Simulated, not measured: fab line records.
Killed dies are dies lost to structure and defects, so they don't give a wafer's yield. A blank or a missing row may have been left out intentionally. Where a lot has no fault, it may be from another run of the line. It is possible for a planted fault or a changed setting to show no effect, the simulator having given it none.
Split-lot experiment    flow rit_cmos    route with 202 steps; 5 lots, 23 wafers read

== THE SPLIT ITSELF ==
At RIT_NLDD_COAT_01 (resist thk 1000 nm), the setting spin_rpm was moved away from the recipe's 3250 rpm on 11 of the 23 wafers read, by -4.1% to +3.4%. All remaining wafers had this setting at the recipe value.

== FROM THE SPLIT TO THE READING: what the file shows between them, 3 steps ==
- RIT_NLDD_SOFTBAKE_02: time 60 s
- RIT_NLDD_EXPOSE_03: exposes mask M7, target cd 40700 nm
- RIT_NLDD_DEVELOP_05: develop time 50 s

== THE READING ==
NOVOLAK_of_NLDD_COAT_01.thk_nm (the simulator's own value, which no gauge read), in nm, at RIT_NLDD_HARDBAKE_07 (time 60 s). The file gives no usual value for it. Here, 12 wafers ran the recipe; their average is 885.9 nm with a standard deviation of 2.6 nm.

wafer   tool, chamber at the split  spin_rpm as run, rpm  against the recipe  NOVOLAK_of_NLDD_COAT_01.thk_nm, nm  against lot-mates on the recipe
L075.1  litho_track-01, 0           3150                  -3.1%               899.6                               +13.4
L075.2  litho_track-01, 0           3250                  recipe              886.4                               -
L075.3  litho_track-01, 0           3150                  -3.1%               896.9                               +10.6
L075.4  litho_track-01, 0           3250                  recipe              886.1                               -
L075.6  litho_track-01, 0           3150                  -3.1%               901.3                               +15.0
L074.2  litho_track-02, 0           3250                  recipe              888.7                               -
L074.3  litho_track-02, 0           3250                  recipe              888.1                               -
L074.4  litho_track-02, 0           3361                  +3.4%               874.1                               -14.3
L074.5  litho_track-02, 0           3361                  +3.4%               875.8                               -12.6
L074.6  litho_track-02, 0           3361                  +3.4%               873.1                               -15.3
L076.3  litho_track-04, 0           3250                  recipe              881.3                               -
L076.4  litho_track-04, 0           3250                  recipe              882.2                               -
L076.5  litho_track-04, 0           3250                  recipe              882.1                               -
L080.1  litho_track-02, 0           3116                  -4.1%               908.6                               +20.8
L080.2  litho_track-02, 0           3116                  -4.1%               906.9                               +19.1
L080.4  litho_track-02, 0           3250                  recipe              888.4                               -
L080.5  litho_track-02, 0           3116                  -4.1%               908.5                               +20.7
L080.6  litho_track-02, 0           3250                  recipe              887.3                               -
L084.2  litho_track-02, 0           3163                  -2.7%               901.1                               +14.4
L084.3  litho_track-02, 0           3163                  -2.7%               901.1                               +14.4
L084.4  litho_track-02, 0           3250                  recipe              889.2                               -
L084.5  litho_track-02, 0           3250                  recipe              885.3                               -
L084.6  litho_track-02, 0           3250                  recipe              885.6                               -

FIT RESULTS
A straight line over all 23 wafers: NOVOLAK_of_NLDD_COAT_01.thk_nm changes by -4.48 nm for each +1% of spin_rpm; r = -0.97; the points scatter about the line by 2.8 nm.
The same after taking each lot's own level away (the mean of its wafers on the recipe; 23 wafers): -4.53 nm for each +1%; r = -0.99; scatter 1.5 nm.
That fit puts the effect of the largest move of spin_rpm on the reading at 19 nm.
The lots' own levels span 881.87 to 888.40 nm, that is 2.5 times the standard deviation above.
So the lot-to-lot level changes the slope little: the two slopes agree.
Check: with one of the wafers moved furthest among these (-4.1%) left out of the fit, the line predicts +18.9 nm for it against its lot-mates. It came out at +20.8 nm against them.

== THE WHOLE CHAIN: every reading that the file lists as answering this split, in the file's order ==
step                  what it does        reading                                                                          change (the file's fit)               r (the file's)
RIT_NLDD_COAT_01      resist thk 1000 nm  NOVOLAK_of_NLDD_COAT_01.thk_nm (the simulator's own value, which no gauge read)  -5.3 nm for each +1% of the setting   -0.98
RIT_NLDD_HARDBAKE_07  time 60 s           NOVOLAK_of_NLDD_COAT_01.thk_nm (the simulator's own value, which no gauge read)  -4.63 nm for each +1% of the setting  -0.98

== THE FILE'S OWN FIT ==
NOVOLAK_of_NLDD_COAT_01.thk_nm changes by -4.63 nm for each +1% of spin_rpm, r = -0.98.
